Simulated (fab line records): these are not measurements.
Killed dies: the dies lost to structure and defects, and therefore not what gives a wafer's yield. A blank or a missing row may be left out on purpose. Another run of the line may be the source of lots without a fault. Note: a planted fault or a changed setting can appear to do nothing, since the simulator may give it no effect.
Matching of chambers | flow berkeley cmos170 | cmp-01 running UCB170_V1_CMP_02: 4 sister chambers
The step polishes SiO2. 20 wafers are shown with their chamber, then 10 later ones without.

== WAFERS PAIRED WITH THEIR CHAMBERS ==
wafer  | chamber | motor current A (A) | head pressure psi (psi)
L856.2 | 0       | 17.0                | 6.014
L856.4 | 1       | 15.1                | 6.012
L856.5 | 2       | 17.8                | 5.999
L858.1 | 3       | 14.9                | 5.997
L858.2 | 2       | 18.2                | 5.989
L858.5 | 0       | 18.0                | 5.986
L857.2 | 3       | 15.4                | 6.011
L857.4 | 2       | 17.4                | 6.012
L857.6 | 3       | 15.4                | 6.024
L865.2 | 0       | 17.3                | 6.010
L865.3 | 3       | 15.6                | 6.012
L865.4 | 2       | 17.3                | 5.994
L867.3 | 2       | 17.3                | 6.000
L867.5 | 3       | 15.1                | 6.011
L867.6 | 0       | 18.2                | 5.999
L871.4 | 0       | 17.1                | 5.996
L871.5 | 0       | 17.4                | 6.003
L871.6 | 3       | 15.8                | 6.005
L873.1 | 2       | 17.3                | 6.006
L873.2 | 3       | 15.8                | 6.002

SIGNATURES (means of the wafers above)
reading           | chamber 0 | chamber 1 | chamber 2 | chamber 3 | scatter within a chamber
motor current A   | 17.500    | 15.100    | 17.550    | 15.429    | 0.402
head pressure psi | 6.00133   | 6.01200   | 6.00000   | 6.00886   | 0.009
Rule: distance of a wafer from a chamber = root of the sum over the readings of ((wafer's reading minus chamber's mean) / reading's scatter) squared. The wafer belongs to the nearest chamber; if the next one is less than 2 further off, it can't be placed. The scatter is the square root of a quotient: the sum, over the shown wafers, of each reading's squared deviation from its chamber's mean, divided by wafers minus chambers.

== WAFERS WITHOUT THEIR CHAMBER ==
wafer  | motor current A (A) | head pressure psi (psi)
L873.5 | 17.8                | 6.018
L872.2 | 17.2                | 6.015
L872.4 | 14.7                | 6.012
L872.5 | 15.1                | 5.989
L875.4 | 14.0                | 6.009
L875.5 | 15.9                | 6.007
L875.6 | 17.2                | 6.010
L877.3 | 17.4                | 5.996
L877.4 | 15.7                | 5.996
L877.6 | 15.4                | 6.008

== EACH ONE'S CHAMBER ==
wafer  | from the rows above     | in truth
L873.5 | can't be placed: 0 or 2 | 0
L872.2 | can't be placed: 0 or 2 | 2
L872.4 | can't be placed: 1 or 3 | 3
L872.5 | can't be placed: 3 or 1 | 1
L875.4 | can't be placed: 1 or 3 | 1
L875.5 | can't be placed: 3 or 1 | 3
L875.6 | can't be placed: 0 or 2 | 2
L877.3 | can't be placed: 2 or 0 | 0
L877.4 | can't be placed: 3 or 1 | 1
L877.6 | can't be placed: 3 or 1 | 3
Correct placement for 0 of the 10. Not placeable from these rows: 10 (in 10, the candidates include the true chamber). Placed wrongly: 0.
